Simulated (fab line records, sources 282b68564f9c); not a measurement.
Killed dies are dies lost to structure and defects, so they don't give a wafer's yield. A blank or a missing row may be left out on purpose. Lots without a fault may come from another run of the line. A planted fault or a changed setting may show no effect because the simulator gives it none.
Problem report in the 8D (eight disciplines) form, filled by code | flow rit_cmos | the parts of the form that need people (team, actions taken, sign-off) are left out

1. THE PROBLEM
oes_product_au at RIT_ACTIVE_ETCH_13 reads a mean of 0.746 a.u. on 2 wafers of 2 lots; wafers without a fault read 0.827 a.u. with a standard deviation of 0.0094. That is -8.7 standard deviations from the usual mean.
The step: etches Si3N4 in SF6, stops on SiO2, time 210 s, target depth 210 nm.
First seen on wafer L602.5, day 4 08:11, on rie_diel-04. The record holds 42 wafers of 14 lots with a number at this step. Rule for "out", or "out of limits": more than 4 standard deviations from the usual mean. The other wafers with a number count as sound.

2. WHAT IT IS AND WHAT IT IS NOT
question                    | is               | is not
which readings at this step | oes_product_au   | drypump_motor_current_A, throttle_valve_pct
which lots                  | L602, L605       | L589, L590, L591, L593, L595, L596, L597, L599, L600, L609, L610, L611
which wafers of those lots  | L602.5, L605.2   | L602.4, L602.6, L605.3, L605.5
read on which tools         | rie_diel-04      | rie_diel-01, rie_diel-03
when                        | from day 4 08:11 | up to then (29 sound wafers); but 11 sound wafers of L605, L609, L610, L611 came after

3. SUSPECTS, AND WHAT RULES EACH OUT
Counting: a tool at a process step up to the reading stays a suspect if it ran every lot that is out. Sound lots after the first of them don't rule it out here, since some wafers of a struck lot are sound.
- rie_diel-04 at RIT_ACTIVE_ETCH_13 (etches Si3N4 in SF6, stops on SiO2, time 210 s, target depth 210 nm): kept. It ran every lot that is out, first L602 (day 4 08:11); its last sound lot up to then is L599 (day 3 17:49). Its own readings are out on those wafers: oes_product_au.
- Within rie_diel-04 at RIT_ACTIVE_ETCH_13: the wafers that are out ran in chamber 2; their sound lot-mates ran in chambers 0, 3.
Left after counting: rie_diel-04 at RIT_ACTIVE_ETCH_13.

4. THE CAUSE (what the simulator had put in)
Process parameter drift: rie_diel-04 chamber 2, from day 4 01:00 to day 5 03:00, at RIT_ACTIVE_ETCH_13. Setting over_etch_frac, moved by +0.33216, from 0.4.
Counting left only this tool.

5. THE CHAIN OF EFFECTS, in route order
Each row: a reading whose mean over the struck wafers that have a number lies more than 3 standard deviations from the usual. Only readings for which the record gives a usual standard deviation are gone through. hours: the time from each lot's start at the first step in this table that gives one to its start at this step, as a median over the lots. sigmas: the change in usual standard deviations.
hours | step               | reading        | usual      | on struck wafers | change | sigmas
0     | RIT_ACTIVE_ETCH_13 | oes_product_au | 0.827 a.u. | 0.746            | -0.081 | -8.7
The process steps in it:
- RIT_ACTIVE_ETCH_13: etches Si3N4 in SF6, stops on SiO2, time 210 s, target depth 210 nm.

6. WHAT WOULD HAVE CAUGHT IT SOONER
In this record the first reading out of limits was taken at day 4 08:11, 7 hours after the fault began at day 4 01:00.
